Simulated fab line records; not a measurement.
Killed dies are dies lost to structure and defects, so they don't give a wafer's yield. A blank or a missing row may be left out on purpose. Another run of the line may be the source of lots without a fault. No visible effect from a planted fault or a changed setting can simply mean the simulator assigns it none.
What tool caused it? | flow berkeley-cmos170 | 21 wafers from 7 lots sampled at 2 of the route's 331 steps

WHAT THE GAUGES SHOWED, per wafer
UCB170_NWELL_TW_MEAS_16.
lot  | measured    | on            | NWELL_TW
L597 | day 2 06:43 | film-metro-03 | 1268 1261 1264
L600 | day 3 02:27 | film-metro-04 | 1265 1266 1254
L605 | day 4 01:16 | film-metro-02 | 2079 2079 2072
L608 | day 4 20:34 | film-metro-03 | 1260 1267 1273
L613 | day 5 21:27 | film-metro-03 | 1265 1265 1264
L617 | day 6 18:26 | film-metro-03 | 1258 1257 1260
L619 | day 7 05:46 | film-metro-02 | 1246 1247 1245

WHAT TOOL EACH LOT RAN ON (gives the tool, then ch and the chambers of the sampled wafers, and finally the start)
lot  | UCB170_NWELL_IMPLANT_14
L597 | implanter-01 ch 0, day 2 06:30
L600 | implanter-01 ch 0, day 3 02:12
L605 | implanter-01 ch 0, day 4 01:03
L608 | implanter-03 ch 0, day 4 20:19
L613 | implanter-03 ch 0, day 5 21:12
L617 | implanter-03 ch 0, day 6 18:11
L619 | implanter-03 ch 0, day 7 05:31
- UCB170_NWELL_IMPLANT_14

THE ANSWER, worked out from the rows above alone
Rule: the usual values come from the lots themselves. The widest of any qualifying gaps counts: lots, ordered by their means at a reading, are off when they make up no more than a third of the lots, leave a main group of 4 or more, and stand apart from it by 3 or more times the standard deviation of that group's means. A main group is skipped when, at the precision printed for the reading in the tables above, its means are all equal. A lot without any number at a reading at which 4 lots or more have one is off too. Where the step has rows for the other lots, those lots are counted as sound.
Off: at UCB170_NWELL_TW_MEAS_16 (NWELL_TW), L605. Main group: mean 1260, sd 6.9.
A tool fits if, at a process step before that reading, it ran every lot that is off, and no sound lot after the first of them. Gauges at UCB170_NWELL_TW_MEAS_16: tried the same way as those tools. One fits: UCB170_NWELL_IMPLANT_14 on implanter-01. Its last sound lot is L600 (day 3 02:12), its first lot that is off L605 (day 4 01:03): a fault that began between those two fits.

WHAT HAD BEEN PUT IN BY THE SIMULATOR
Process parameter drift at UCB170_NWELL_IMPLANT_14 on implanter-01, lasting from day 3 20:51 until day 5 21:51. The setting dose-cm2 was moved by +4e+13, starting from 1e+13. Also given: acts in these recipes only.
Lots struck among those shown: L605. The same result came from the rule above.
